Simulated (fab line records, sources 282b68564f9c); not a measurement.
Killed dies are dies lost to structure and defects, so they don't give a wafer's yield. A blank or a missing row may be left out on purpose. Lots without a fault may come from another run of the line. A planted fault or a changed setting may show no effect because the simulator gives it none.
One fault seen from 2 desks | flow rit_cmos | each desk has only its own numbers; what lay behind them comes last

THE TOOL OWNER'S DESK: litho_track-01
The tool's own readings at RIT_PRETRO_COAT_01 (resist thk 1300 nm): means of the sampled wafers that have a number, for each lot that ran on this tool. A lot is out of limits, marked OUT, if its mean lies more than 4 standard deviations from the usual mean; the brackets give that distance.
Columns: A = dispense_pressure_kPa at RIT_PRETRO_COAT_01, usual 52.2 kPa; B = spin_speed_rpm at RIT_PRETRO_COAT_01, usual 1999.9 rpm
lot  | first seen here | A    | B
L622 | day 2 11:58     | 51.8 | 2000.4
L629 | day 3 22:34     | 51.8 | 1926.8 (-52) OUT
L631 | day 4 08:17     | 51.8 | 1926.7 (-52) OUT
This desk's finding: out of limits on L629, L631; first on L629, day 3 22:34 (spin_speed_rpm at RIT_PRETRO_COAT_01). In limits: L622.

THE METROLOGY DESK
What the gauges read, lot by lot, whatever tool the lot ran on: means of the sampled wafers that have a number. A lot is out of limits, marked OUT, if its mean lies more than 4 standard deviations from the usual mean; the brackets give that distance.
Columns: A = PWELL_OVL at RIT_PWELL_OVL_MEAS_06, usual 1.2 nm; B = NSD_TW at RIT_NSD_TW_MEAS_10, usual 3118
lot  | first seen here | A    | B
L621 | day 1 23:38     | 1.7  | 3102
L622 | day 2 04:04     | 1.9  | 3133
L625 | day 2 19:10     | -1.1 | 3119
L629 | day 3 14:31     | 1.5  | 3105
L631 | day 4 00:04     | 2.8  | 3126
L633 | day 4 11:16     | -1.3 | 3119
L634 | day 4 16:19     | 3.1  | 3124
L635 | day 4 20:01     | 2.9  | 3148
L636 | day 5 00:46     | -0.8 | 3119
L637 | day 5 06:18     | -0.7 | 3133
L638 | day 5 12:11     | 3.0  | 3122
L639 | day 5 16:59     | 0.6  | 3109
L640 | day 5 20:46     | -0.9 | 3112
L643 | day 6 12:55     | 0.5  | 3117
This desk's finding: nothing out of limits on any of the 14 lots.

PUT TOGETHER
The tool owner's desk could have raised an alarm at day 3 22:34, on L629, L631.
The metrology desk saw nothing out of limits.
The metrology desk has L629, L631 on record, within its limits.
Of the lots named, all ran RIT_PRETRO_COAT_01 on litho_track-01.

WHAT THE SIMULATOR HAD PUT IN
Process parameter drift: litho_track-01, from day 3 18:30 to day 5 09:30, at RIT_PRETRO_COAT_01. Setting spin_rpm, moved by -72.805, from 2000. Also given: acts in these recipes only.
Lots struck among those shown: L629, L631.
Hours from the fault's start to each desk's first reading out of limits: the tool owner's desk, 4.
